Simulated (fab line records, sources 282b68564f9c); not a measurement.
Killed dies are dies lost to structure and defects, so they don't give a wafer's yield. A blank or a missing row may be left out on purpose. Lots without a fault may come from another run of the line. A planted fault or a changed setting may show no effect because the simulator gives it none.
One fault seen from 2 desks | flow rit_cmos | each desk has only its own numbers; what lay behind them comes last

THE METROLOGY DESK
What the gauges read, lot by lot, whatever tool the lot ran on: means of the sampled wafers that have a number. A lot is out of limits, marked OUT, if its mean lies more than 4 standard deviations from the usual mean; the brackets give that distance.
Columns: A = NWELL_RS at RIT_WELLDRIVE_RS_MEAS_01, usual 271.8 ohm/sq; B = PWELL_RS at RIT_WELLDRIVE_RS_MEAS_02, usual 429.3 ohm/sq
lot  | first seen here | A               | B
L252 | day 2 09:54     | 271.8           | 428.3
L253 | day 2 11:19     | 271.6           | 428.9
L254 | day 2 14:56     | 271.7           | 430.6
L255 | day 2 21:58     | 270.4           | 428.9
L256 | day 3 01:05     | 273.3           | 428.2
L257 | day 3 05:55     | 271.3           | 427.8
L259 | day 3 16:40     | 271.7           | 430.5
L260 | day 3 21:39     | 271.2           | 429.1
L264 | day 4 17:38     | 249.7 (-28) OUT | 406.7 (-19) OUT
L265 | day 4 22:50     | 248.1 (-30) OUT | 405.3 (-20) OUT
L266 | day 5 03:41     | 271.5           | 428.9
L267 | day 5 09:01     | 271.3           | 427.5
L268 | day 5 12:22     | 248.4 (-30) OUT | 404.9 (-20) OUT
L269 | day 5 16:43     | 271.6           | 429.9
L274 | day 6 18:47     | 271.2           | 429.1
This desk's finding: out of limits on L264, L265, L268; first on L264, day 4 17:38 (NWELL_RS at RIT_WELLDRIVE_RS_MEAS_01). In limits: L252, L253, L254, L255, L256, L257, L259, L260, L266, L267, L269, L274.

THE TOOL OWNER'S DESK: furnace-03
The tool's own readings at RIT_WELLDRIVE_ANNEAL_00 (time 14700 s): means of the sampled wafers that have a number, for each lot that ran on this tool. A lot is out of limits, marked OUT, if its mean lies more than 4 standard deviations from the usual mean; the brackets give that distance.
Columns: A = spike_tc_centre_C at RIT_WELLDRIVE_ANNEAL_00, usual 1103.1 C; B = spike_tc_load_C at RIT_WELLDRIVE_ANNEAL_00, usual 1127.0 C; C = spike_tc_source_C at RIT_WELLDRIVE_ANNEAL_00, usual 1123.1 C; D = tube_center_temp_C at RIT_WELLDRIVE_ANNEAL_00, usual 1100 C; E = tube_center_temp_C_max at RIT_WELLDRIVE_ANNEAL_00, usual 1102.8; F = zone_power_source_pct at RIT_WELLDRIVE_ANNEAL_00, usual 43.2 %
lot  | first seen here | A                | B                 | C                | D                      | E                | F
L252 | day 2 04:47     | 1104.6           | 1127.4            | 1123.4           | 1100                   | 1103.0           | 45.7
L254 | day 2 09:52     | 1102.7           | 1126.1            | 1123.2           | 1100                   | 1103.1           | 45.8
L257 | day 3 00:50     | 1103.6           | 1125.7            | 1123.0           | 1100                   | 1102.6           | 45.6
L260 | day 3 16:31     | 1104.0           | 1126.5            | 1122.4           | 1100                   | 1102.6           | 45.3
L264 | day 4 12:31     | 1124.7 (+22) OUT | 1149.7 (+7.8) OUT | 1144.9 (+14) OUT | 1122 (+99 or more) OUT | 1124.9 (+46) OUT | 47.8
L265 | day 4 17:46     | 1124.8 (+22) OUT | 1150.1 (+8.0) OUT | 1144.7 (+14) OUT | 1122 (+99 or more) OUT | 1124.6 (+45) OUT | 48.4
L268 | day 5 07:14     | 1125.1 (+22) OUT | 1150.3 (+8.0) OUT | 1145.5 (+14) OUT | 1122 (+99 or more) OUT | 1125.0 (+46) OUT | 47.8
This desk's finding: out of limits on L264, L265, L268; first on L264, day 4 12:31 (spike_tc_centre_C at RIT_WELLDRIVE_ANNEAL_00). In limits: L252, L254, L257, L260.

PUT TOGETHER
The tool owner's desk could have raised an alarm at day 4 12:31, on L264, L265, L268.
The metrology desk could have raised an alarm at day 4 17:38, on L264, L265, L268.
Of the lots named, all ran RIT_WELLDRIVE_ANNEAL_00 on furnace-03.

WHAT THE SIMULATOR HAD PUT IN
Process parameter drift: furnace-03, from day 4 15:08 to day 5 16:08, at RIT_WELLDRIVE_ANNEAL_00. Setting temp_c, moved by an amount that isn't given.
Lots struck among those shown: L264, L265, L268.
